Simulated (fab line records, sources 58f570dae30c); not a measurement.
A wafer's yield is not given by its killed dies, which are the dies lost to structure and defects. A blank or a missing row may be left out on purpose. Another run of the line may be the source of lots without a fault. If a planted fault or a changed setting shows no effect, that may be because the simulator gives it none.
A lot that was struck, set against a sound lot	flow berkeley-cmos170	14 steps out of a route of 331
Sound: wafers L406.1, L406.2, L406.5. The struck wafers were L417.3, L417.4, L417.5. Last of all comes the cause.
At each step with rows: each side's tool, then ch and its chambers, then its first start. Under that, the readings that differ: sound wafers	struck wafers	difference of the means	sigmas: that difference in standard deviations of wafers without a fault.
alike: words and numbers the same on both sides, and readings whose means are apart by under 2 such deviations; not compared: readings that were withheld, readings missing a value for some wafer, numbers with overlapping values and no deviation given by the record, and bounds like >300 which may hide the same value.
A row with sigmas, a row that says differs or no value, or rows on one side alone: a step with any of these is where the two part. Non-overlapping numbers with no deviation appear without sigmas and do not part them. A reading missing from all wafers of one side parts the sides only when that side holds two or more wafers.

UCB170_V1_BOW_MEAS_03:
  struck on film-metro-02, day 10 11:45; sound on film-metro-04, day 7 11:42
  alike: V1_BOW
UCB170_V1_THK_MEAS_04:
  struck on film-metro-02, day 10 11:51; sound on film-metro-04, day 7 11:49
  alike: V1_POLISHED_THK
then, 7 steps without rows for these wafers: UCB170_V1_CLEAN_05 (cleans in DIW); UCB170_V1_HMDS_06 (prime time 60 s); UCB170_V1_COAT_07 (resist thk 900 nm); UCB170_V1_SOFTBAKE_08 (time 60 s); UCB170_V1_EXPOSE_09 (exposes mask VIA1, target cd 700 nm); UCB170_V1_PEB_10; UCB170_V1_DEVELOP_11 (develop time 45 s).
UCB170_V1_CD_MEAS_12: target cd 700 nm.
  struck on cd-sem-02, day 10 12:56; sound on cd-sem-02, day 7 13:05
  alike: cd-nm
UCB170_V1_OVL_MEAS_13:
  struck on overlay-01, day 10 13:02; sound on overlay-01, day 7 13:13
  alike: V1_OVL
UCB170_V1_ETCH_14: etches SiO2 in CHF3/CF4/Ar, stops on Al, target depth 1250 nm, time 291 s.
  sound on rie-diel-04 ch 1,2,3, day 7 13:14; struck on rie-diel-04 ch 0,1,3, day 10 13:04
  alike: drypump-motor-current-A, oes-product-au, rf-fwd-power-W, throttle-valve-pct
  not compared: rf-hours-counter-h
UCB170_V1_STRIP_15: strips in O2.
  sound on plasma-asher-01 ch 0,1, day 7 13:25; struck on plasma-asher-04 ch 0,1, day 10 13:16
  no value came back on the struck wafers for any of 5 readings (chamber-pressure-mTorr (mTorr), drypump-motor-current-A (A) and others); on the sound wafers chamber-pressure-mTorr (mTorr) reads 3506 3497 3499
reading	sound	struck	difference	sigmas
model.KrF_of_V1_COAT_07.thk-nm (nm)	0 0 0	613.2 601.8 622.6	+612.5	
  not compared: rf-hours-counter-h
UCB170_V1_CD_MEAS_90: target cd 700 nm.
  struck on cd-sem-01, day 10 13:23; sound on cd-sem-01, day 7 13:31
  alike: cd-nm

WHERE THEY PART
Only at UCB170_V1_STRIP_15, within this record. Later steps at which nothing parts them and some readings are alike: UCB170_V1_CD_MEAS_90.

WHY: what the simulator had put in
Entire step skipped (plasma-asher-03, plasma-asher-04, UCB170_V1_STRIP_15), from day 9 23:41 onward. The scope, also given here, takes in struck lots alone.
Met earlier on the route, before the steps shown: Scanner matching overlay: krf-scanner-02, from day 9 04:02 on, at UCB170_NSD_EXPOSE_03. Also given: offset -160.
